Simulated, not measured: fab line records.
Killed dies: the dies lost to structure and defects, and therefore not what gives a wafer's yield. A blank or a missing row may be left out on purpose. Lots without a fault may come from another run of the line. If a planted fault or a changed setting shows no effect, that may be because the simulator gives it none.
Which of the tools did it? ; flow rit_cmos ; 13 lots with 39 wafers sampled at 2 steps, on a route of 202 steps

WHAT THE GAUGES SHOWED, per wafer
Not one reading of a measure or inspect step in the record can be checked against a usual standard deviation.

WHAT TOOL EACH LOT RAN ON (gives the tool, then ch and the chambers of the sampled wafers, and finally the start)
lot;RIT_REOX_CLEAN_00;RIT_M1_PROBE_99
L404;wet_bench-01 ch 1, day 2 20:37;-
L405;wet_bench-01 ch 1, day 2 23:26;-
L406;wet_bench-02 ch 2, day 3 05:38;-
L407;wet_bench-02 ch 1, day 3 09:44;prober-01, day 4 06:14
L409;wet_bench-04 ch 1, day 3 20:47;prober-01, day 4 16:14
L415;wet_bench-02 ch 0, day 5 00:26;prober-01, day 5 20:05
L417;wet_bench-04 ch 3, day 5 12:44;prober-01, day 6 08:08
L418;wet_bench-01 ch 1, day 5 15:37;prober-02, day 6 12:17
L419;wet_bench-02 ch 3, day 5 20:43;prober-01, day 6 17:33
L421;wet_bench-01 ch 3, day 6 07:20;-
L422;wet_bench-04 ch 0, day 6 12:56;-
L423;wet_bench-01 ch 0, day 6 18:09;prober-01, day 7 16:53
L424;wet_bench-04 ch 1, day 6 22:42;prober-02, day 7 22:04
- RIT_REOX_CLEAN_00: cleans in SC1, time 600 s.
- RIT_M1_PROBE_99

WHAT THE TOOLS THEMSELVES READ (means of the sampled wafers that have a number; where no wafer has one, the mark that the record gives instead)
RIT_REOX_CLEAN_00.
lot;tool;run_length_s (s)
L404;wet_bench-01;628
L405;wet_bench-01;626
L406;wet_bench-02;625
L407;wet_bench-02;628
L409;wet_bench-04;627
L415;wet_bench-02;675
L417;wet_bench-04;624
L418;wet_bench-01;626
L419;wet_bench-02;626
L421;wet_bench-01;635
L422;wet_bench-04;632
L423;wet_bench-01;629
L424;wet_bench-04;627

RIT_M1_PROBE_99.
lot;tool;killed_at_contacts;killed_at_front_end;killed_dies;killed_open;killed_short
L407;prober-01;0.3;9.3;9.7;5.3;4.3
L409;prober-01;0.0;6.7;6.7;3.3;3.3
L415;prober-01;0.0;5.0;5.0;2.0;3.0
L417;prober-01;0.0;7.3;7.3;4.3;3.0
L418;prober-02;0.3;5.7;6.0;3.0;3.0
L419;prober-01;0.0;7.7;7.7;2.0;5.7
L423;prober-01;0.0;5.3;5.3;1.7;3.7
L424;prober-02;0.0;7.7;7.7;4.7;3.0

THE ANSWER, worked out from the rows above alone
Rule: the usual values come from the lots themselves. The widest of any qualifying gaps counts: lots, ordered by their means at a reading, are off when they make up no more than a third of the lots, leave a main group of 4 or more, and stand apart from it by 3 or more times the standard deviation of that group's means. A main group whose means are all the same, to the digits that the tables above print for the reading, isn't used. Also off: a lot with no number at a reading for which 4 or more lots have one. Where the step has rows for the other lots, those lots are counted as sound. After the gauges, taken in route order, come the tools' own readings; for these a lot's mean is taken, as printed above. At the first step where some lot is off, the reading lying furthest off is the one used; lots without a number count as furthest.
Off: L415, at RIT_REOX_CLEAN_00 (run_length_s). Main group: mean 628 s, sd 2.9.
If a tool, at that step or one of the process steps before it, ran each lot that is off and ran no sound lot following the first of them, it fits. Of those tried, none fits.

WHAT THE SIMULATOR HAD INSERTED
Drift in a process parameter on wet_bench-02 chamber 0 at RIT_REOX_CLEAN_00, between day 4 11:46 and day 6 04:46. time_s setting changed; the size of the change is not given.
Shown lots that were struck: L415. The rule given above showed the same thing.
